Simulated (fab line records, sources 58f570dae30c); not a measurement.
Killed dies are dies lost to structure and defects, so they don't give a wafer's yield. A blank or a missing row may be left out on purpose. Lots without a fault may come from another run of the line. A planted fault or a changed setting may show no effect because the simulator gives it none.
A struck lot beside a sound one | flow berkeley_cmos170 | 14 steps out of a route of 331
Sound: wafers L660.4, L660.5, L660.6. Struck: wafers L651.1, L651.2, L651.6. The cause comes at the end.
At each step with rows: each side's tool, then ch and its chambers, then its first start. Under that, the readings that differ: sound wafers | struck wafers | difference of the means | sigmas: that difference in standard deviations of wafers without a fault.
alike: readings whose means differ by less than 2 such deviations, and words and numbers that are the same on both sides. not compared: withheld readings, readings that some wafer has no value for, bounds like >300 that may hide the same value, and numbers for which the record gives no deviation and whose values overlap.
The two part at a step that has a row with sigmas, a row that says differs or no value, or rows on one side only. Numbers that don't overlap but have no deviation are shown without sigmas and don't part them. A reading that every wafer of one side lacks parts them only if that side has two wafers or more.

first, 3 steps without rows for these wafers: UCB170_ACTIVE_CLEAN_00 (cleans in SPM, time 600 s); UCB170_ACTIVE_CLEAN_01 (cleans in dHF, time 60 s); UCB170_ACTIVE_OXIDATION_02 (target thk 26.4 nm, ox time 1260 s).
UCB170_ACTIVE_THK_MEAS_03:
  sound on film_metro-03, day 8 06:11; struck on film_metro-04, day 6 11:22
  alike: ACTIVE_OXIDE_THK
then, 2 steps without rows for these wafers: UCB170_ACTIVE_ANNEAL_04 (time 900 s); UCB170_ACTIVE_CVD_05 (deposits Si3N4 from SiH2Cl2/NH3, target thk 220 nm, time 3300 s).
UCB170_ACTIVE_THK_MEAS_06:
  sound on film_metro-02, day 8 12:19; struck on film_metro-02, day 6 17:30
  alike: ACTIVE_NITRIDE_THK
then, 5 steps without rows for these wafers: UCB170_ACTIVE_HMDS_07 (prime time 60 s); UCB170_ACTIVE_COAT_08 (resist thk 900 nm); UCB170_ACTIVE_SOFTBAKE_09 (time 60 s); UCB170_ACTIVE_EXPOSE_10 (exposes mask ACTIVE, target cd 1200 nm); UCB170_ACTIVE_PEB_11.
UCB170_ACTIVE_DEVELOP_12: develop time 45 s.
  sound on litho_track-02 ch 0, day 8 13:00; struck on litho_track-02, day 6 19:00
  no value came back on the struck wafers for chill_plate_temp_C (C), develop_time_s (s); on the sound wafers chill_plate_temp_C (C) reads 22.95 22.99 23.16
  reading                                 | sound             | struck            | difference | sigmas
  model.KrF_of_ACTIVE_COAT_08.thk_nm (nm) | 885.6 888.7 890.3 | 901.7 903.2 900.6 | +13.6      |
UCB170_ACTIVE_CD_MEAS_13: target cd 1200 nm.
  sound on cd_sem-02, day 8 13:35; struck on cd_sem-01, day 6 20:05
  reading    | sound                | struck | difference                    | sigmas
  cd_nm (nm) | 1201.0 1202.3 1199.7 | - - -  | no value on the struck wafers |

WHERE THEY PART
First at UCB170_ACTIVE_DEVELOP_12; last, within this record, at UCB170_ACTIVE_CD_MEAS_13.

WHY: what the simulator had put in
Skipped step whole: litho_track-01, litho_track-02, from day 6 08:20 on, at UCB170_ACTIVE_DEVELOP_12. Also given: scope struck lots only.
